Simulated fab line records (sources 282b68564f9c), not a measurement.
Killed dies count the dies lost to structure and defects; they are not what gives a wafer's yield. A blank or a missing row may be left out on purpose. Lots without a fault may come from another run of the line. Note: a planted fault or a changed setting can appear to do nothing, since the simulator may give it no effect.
A sampling plan put to the test    flow ritCmos    one fab line, 29 faults that these records tell of, each judged on the records of the lots that it struck; 1 more is left out, because the records don't allow judging it
Plan = the line's own looks (route steps where a gauge or an inspection reads the wafer without altering it). Where struck wafers have a number at a look and the file lists that look's usual mean and standard deviation on fault-free wafers, the look can be judged. Caught: at a look after the fault's first step, the mean of the struck wafers lies 4 or more of those standard deviations (sigma) from the usual mean. On the tool: here the same test is run on the tool's own readings at the fault's steps. Also counted as caught: the struck wafers showing another recipe, or a record that is empty for them alone.

## THE FAULTS, as the simulator had put them in
1. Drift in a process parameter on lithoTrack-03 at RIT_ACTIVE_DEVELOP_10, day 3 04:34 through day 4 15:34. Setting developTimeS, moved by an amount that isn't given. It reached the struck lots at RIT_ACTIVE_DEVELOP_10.
2. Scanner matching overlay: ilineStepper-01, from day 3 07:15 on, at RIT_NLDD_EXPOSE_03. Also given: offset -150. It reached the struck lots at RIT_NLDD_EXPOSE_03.
3. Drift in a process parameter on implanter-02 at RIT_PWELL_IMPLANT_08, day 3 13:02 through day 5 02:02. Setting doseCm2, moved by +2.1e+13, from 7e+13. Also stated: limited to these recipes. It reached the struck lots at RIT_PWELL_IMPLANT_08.
4. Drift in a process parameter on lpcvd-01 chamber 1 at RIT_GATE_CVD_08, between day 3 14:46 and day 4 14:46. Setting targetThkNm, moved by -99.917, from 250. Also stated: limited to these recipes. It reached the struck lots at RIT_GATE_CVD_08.
5. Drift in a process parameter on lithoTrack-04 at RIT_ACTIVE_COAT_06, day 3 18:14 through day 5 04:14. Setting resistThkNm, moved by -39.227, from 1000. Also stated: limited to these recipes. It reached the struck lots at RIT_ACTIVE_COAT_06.
6. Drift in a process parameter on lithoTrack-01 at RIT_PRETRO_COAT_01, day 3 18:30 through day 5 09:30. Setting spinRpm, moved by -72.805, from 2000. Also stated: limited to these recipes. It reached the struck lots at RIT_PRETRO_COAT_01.
7. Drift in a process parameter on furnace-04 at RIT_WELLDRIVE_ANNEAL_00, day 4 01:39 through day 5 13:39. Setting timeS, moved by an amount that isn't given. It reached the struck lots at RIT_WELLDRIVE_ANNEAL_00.
8. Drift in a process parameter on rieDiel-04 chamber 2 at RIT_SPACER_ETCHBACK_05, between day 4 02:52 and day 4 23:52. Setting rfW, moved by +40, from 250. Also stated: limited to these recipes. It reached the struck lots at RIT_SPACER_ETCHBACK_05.
9. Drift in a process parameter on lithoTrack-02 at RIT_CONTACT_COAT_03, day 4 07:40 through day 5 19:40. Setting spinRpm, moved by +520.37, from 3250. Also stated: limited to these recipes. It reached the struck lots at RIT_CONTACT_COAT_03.
10. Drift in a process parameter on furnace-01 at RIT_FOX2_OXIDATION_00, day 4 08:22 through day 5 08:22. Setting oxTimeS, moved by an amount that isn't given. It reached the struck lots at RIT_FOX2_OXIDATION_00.
11. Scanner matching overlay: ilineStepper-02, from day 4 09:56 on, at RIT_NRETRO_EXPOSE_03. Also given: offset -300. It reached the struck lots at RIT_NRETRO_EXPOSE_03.
12. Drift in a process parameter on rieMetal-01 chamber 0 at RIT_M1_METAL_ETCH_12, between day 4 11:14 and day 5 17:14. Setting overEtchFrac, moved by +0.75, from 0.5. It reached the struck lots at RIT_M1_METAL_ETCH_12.
13. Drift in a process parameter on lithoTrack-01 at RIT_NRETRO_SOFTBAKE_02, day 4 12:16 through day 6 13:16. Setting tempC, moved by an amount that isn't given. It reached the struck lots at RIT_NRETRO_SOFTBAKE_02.
14. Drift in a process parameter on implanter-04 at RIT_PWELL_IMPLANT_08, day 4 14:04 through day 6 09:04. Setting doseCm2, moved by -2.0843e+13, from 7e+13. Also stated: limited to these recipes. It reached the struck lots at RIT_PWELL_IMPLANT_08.
15. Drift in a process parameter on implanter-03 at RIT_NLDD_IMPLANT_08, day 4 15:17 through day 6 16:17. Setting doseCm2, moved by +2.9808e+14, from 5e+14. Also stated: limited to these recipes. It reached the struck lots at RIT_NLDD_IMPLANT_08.
16. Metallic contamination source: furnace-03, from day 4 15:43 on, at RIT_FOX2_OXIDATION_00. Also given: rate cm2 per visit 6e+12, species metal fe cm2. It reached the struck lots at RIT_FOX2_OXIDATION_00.
17. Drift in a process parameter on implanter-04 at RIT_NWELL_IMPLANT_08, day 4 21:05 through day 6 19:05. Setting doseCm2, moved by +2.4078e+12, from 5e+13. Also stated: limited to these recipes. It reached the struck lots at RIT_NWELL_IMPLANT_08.
18. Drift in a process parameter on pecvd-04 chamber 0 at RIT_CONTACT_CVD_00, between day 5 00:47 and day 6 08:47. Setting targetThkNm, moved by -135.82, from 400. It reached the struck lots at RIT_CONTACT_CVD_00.
19. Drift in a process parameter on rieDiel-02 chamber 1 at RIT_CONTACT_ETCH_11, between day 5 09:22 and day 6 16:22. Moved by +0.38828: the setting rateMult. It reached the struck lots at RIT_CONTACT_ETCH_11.
20. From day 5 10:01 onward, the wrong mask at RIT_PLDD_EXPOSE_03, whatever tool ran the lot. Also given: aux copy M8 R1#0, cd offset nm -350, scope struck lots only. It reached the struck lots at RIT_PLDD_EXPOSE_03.
21. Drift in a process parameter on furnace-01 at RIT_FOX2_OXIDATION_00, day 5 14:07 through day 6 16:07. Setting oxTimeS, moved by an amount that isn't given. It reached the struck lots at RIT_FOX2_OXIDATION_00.
22. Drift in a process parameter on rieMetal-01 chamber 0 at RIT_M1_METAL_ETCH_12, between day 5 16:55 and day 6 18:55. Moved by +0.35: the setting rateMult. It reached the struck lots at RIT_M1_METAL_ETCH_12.
23. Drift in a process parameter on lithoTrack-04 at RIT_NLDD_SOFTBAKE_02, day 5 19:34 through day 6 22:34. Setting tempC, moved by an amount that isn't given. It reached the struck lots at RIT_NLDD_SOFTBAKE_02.
24. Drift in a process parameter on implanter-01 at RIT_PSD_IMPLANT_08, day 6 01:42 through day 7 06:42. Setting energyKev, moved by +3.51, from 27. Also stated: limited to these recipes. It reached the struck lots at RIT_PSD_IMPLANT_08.
25. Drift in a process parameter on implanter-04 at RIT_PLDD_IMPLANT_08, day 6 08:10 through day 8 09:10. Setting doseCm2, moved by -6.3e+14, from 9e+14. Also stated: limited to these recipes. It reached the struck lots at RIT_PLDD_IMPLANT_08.
26. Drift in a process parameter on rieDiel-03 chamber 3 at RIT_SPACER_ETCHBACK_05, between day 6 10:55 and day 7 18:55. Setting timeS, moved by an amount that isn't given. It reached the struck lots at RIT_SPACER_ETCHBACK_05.
27. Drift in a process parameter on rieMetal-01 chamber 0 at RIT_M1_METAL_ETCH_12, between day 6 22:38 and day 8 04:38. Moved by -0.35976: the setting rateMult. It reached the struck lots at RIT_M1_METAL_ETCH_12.
28. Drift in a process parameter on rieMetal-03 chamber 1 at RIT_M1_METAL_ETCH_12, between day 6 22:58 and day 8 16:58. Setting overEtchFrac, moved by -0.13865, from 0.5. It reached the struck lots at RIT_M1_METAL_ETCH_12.
29. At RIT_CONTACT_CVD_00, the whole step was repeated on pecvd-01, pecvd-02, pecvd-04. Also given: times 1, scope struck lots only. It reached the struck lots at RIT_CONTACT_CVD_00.

## WHAT THE PLAN SAW
fault  on the tool itself                     first look that catches it                       reading, sigma                                   median hours from its first step to that look  hours from the fault's start to the first struck lot there  judged looks passed uncaught
1      under 2 sigma                          RIT_ACTIVE_CD_MEAS_11                            cdNm +6.2                                        0.7                                            2                                                           0
2      no reading that can be judged          RIT_NLDD_OVL_MEAS_06                             NLDD_OVL -92                                     0.4                                            3                                                           0
3      doseIonsCm2 +99 or beyond sigma        RIT_PWELL_TW_MEAS_10                             PWELL_TW +12                                     0.3                                            6                                                           0
4      no reading that can be judged          RIT_GATE_THK_MEAS_09                             GATE_POLY_THK -40                                2.0                                            5                                                           0
5      under 2 sigma                          not the one look that can be judged after it     -                                                -                                              -                                                           1
6      spinSpeedRpm -51 sigma                 not the one look that can be judged after it     -                                                -                                              -                                                           1
7      runLengthS +99 or beyond sigma         RIT_WELLDRIVE_RS_MEAS_01                         NWELL_RS -16                                     5.1                                            11                                                          0
8      rfFwdPowerW +55 sigma                  none of the 7 looks that can be judged after it  -                                                -                                              -                                                           7
9      spinSpeedRpm +99 or beyond sigma       not the one look that can be judged after it     strongest: cdNm at RIT_CONTACT_CD_MEAS_08, +2.7  -                                              -                                                           1
10     under 2 sigma                          RIT_FOX2_THK_MEAS_01                             FOX2_OXIDE_THK +5.8                              1.3                                            8                                                           0
11     no reading that can be judged          RIT_NRETRO_OVL_MEAS_06                           NRETRO_OVL -99 or beyond                         0.4                                            8                                                           0
12     oesProductAu -8.4 sigma                not the one look that can be judged after it     strongest: cdNm at RIT_M1_CD_MEAS_90, -3.2       -                                              -                                                           1
13     heaterPowerTotalW -23 sigma            not the one look that can be judged after it     -                                                -                                              -                                                           1
14     doseIonsCm2 -99 or beyond sigma        RIT_PWELL_TW_MEAS_10                             PWELL_TW -14                                     0.4                                            3                                                           0
15     doseIonsCm2 +99 or beyond sigma        RIT_NLDD_TW_MEAS_10                              NLDD_TW +17                                      0.3                                            4                                                           0
16     under 2 sigma                          none of the 8 looks that can be judged after it  -                                                -                                              -                                                           8
17     doseIonsCm2 +46 sigma                  RIT_WELLDRIVE_RS_MEAS_01                         NWELL_RS -9.1                                    7.1                                            9                                                           0
18     under 2 sigma                          RIT_CONTACT_THK_MEAS_01                          CONTACT_TEOS_THK -26                             0.1                                            4                                                           0
19     under 2 sigma                          no look after it can be judged                   -                                                -                                              -                                                           0
20     no reading that can be judged          no look after it can be judged                   -                                                -                                              -                                                           0
21     no reading that can be judged          RIT_FOX2_THK_MEAS_01                             FOX2_OXIDE_THK +21                               1.3                                            3                                                           0
22     under 2 sigma                          no look after it can be judged                   -                                                -                                              -                                                           0
23     heaterPowerTotalW +35 sigma            not the one look that can be judged after it     -                                                -                                              -                                                           1
24     beamEnergyKeV +99 or beyond sigma      RIT_PSD_TW_MEAS_10                               PSD_TW +5.1                                      0.3                                            7                                                           0
25     doseIonsCm2 -99 or beyond sigma        RIT_PLDD_TW_MEAS_10                              PLDD_TW -44                                      0.3                                            6                                                           0
26     runLengthS -99 or beyond sigma         no look after it can be judged                   -                                                -                                              -                                                           0
27     under 2 sigma                          none of the 2 looks that can be judged after it  strongest: cdNm at RIT_M1_CD_MEAS_90, +2.8       -                                              -                                                           2
28     only faintly: oesProductAu +3.3 sigma  no look after it can be judged                   -                                                -                                              -                                                           0
29     under 2 sigma                          RIT_CONTACT_THK_MEAS_01                          CONTACT_TEOS_THK +73                             0.3                                            -                                                           0
A dash: this means the fault isn't caught or the number doesn't appear in these records.

Caught at a look: 15 of 29. Caught on the tool: 14 of 29. By one or the other: 22 of 29.
Caught on the tool alone: faults 6, 8, 9, 12, 13, 23, 26.
Caught at a look alone: faults 1, 2, 4, 10, 11, 18, 21, 29.
Caught by neither: faults 5, 16, 19, 20, 22, 27, 28.

## THINNER SAMPLING
In the worst case, this is how late the first struck lot would be measured if the look that catches a fault measured only every second or every third lot, by lot number:
fault  struck lots at that look, in order of time  every lot  every second lot  every third lot
1      L511, L512                                  2 h        7 h               may miss all 2
2      L549, L552, L553                            3 h        19 h              may miss all 3
3      L298, L304                                  6 h        may miss all 2    may miss all 2
4      L679, L682                                  5 h        17 h              may miss all 2
7      L937, L940                                  11 h       24 h              may miss all 2
10     L931, L933                                  8 h        may miss all 2    may miss all 2
11     L187, L188, L192                            8 h        13 h              33 h
14     L943, L947                                  3 h        may miss all 2    may miss all 2
15     L761, L767                                  4 h        may miss all 2    may miss all 2
17     L290, L294                                  9 h        may miss all 2    may miss all 2
18     L951, L953                                  4 h        may miss all 2    may miss all 2
21     L568, L571                                  3 h        19 h              may miss all 2
24     L143, L144, L145, L146                      7 h        13 h              18 h
25     L183, L185                                  6 h        may miss all 2    may miss all 2
Hours count from the start of the fault until the first struck lot that is measured. Since the struck wafers were tested as one group against 4 sigma, a single lot by itself may lie under the limit. Other struck lots may not be in these records.

## THE LONGEST TIMED WAY FROM STEP TO LOOK
For fault 17, RIT_NWELL_IMPLANT_08 and RIT_WELLDRIVE_RS_MEAS_01 are separated by a median of 7.1 hours. No look between them can be judged.
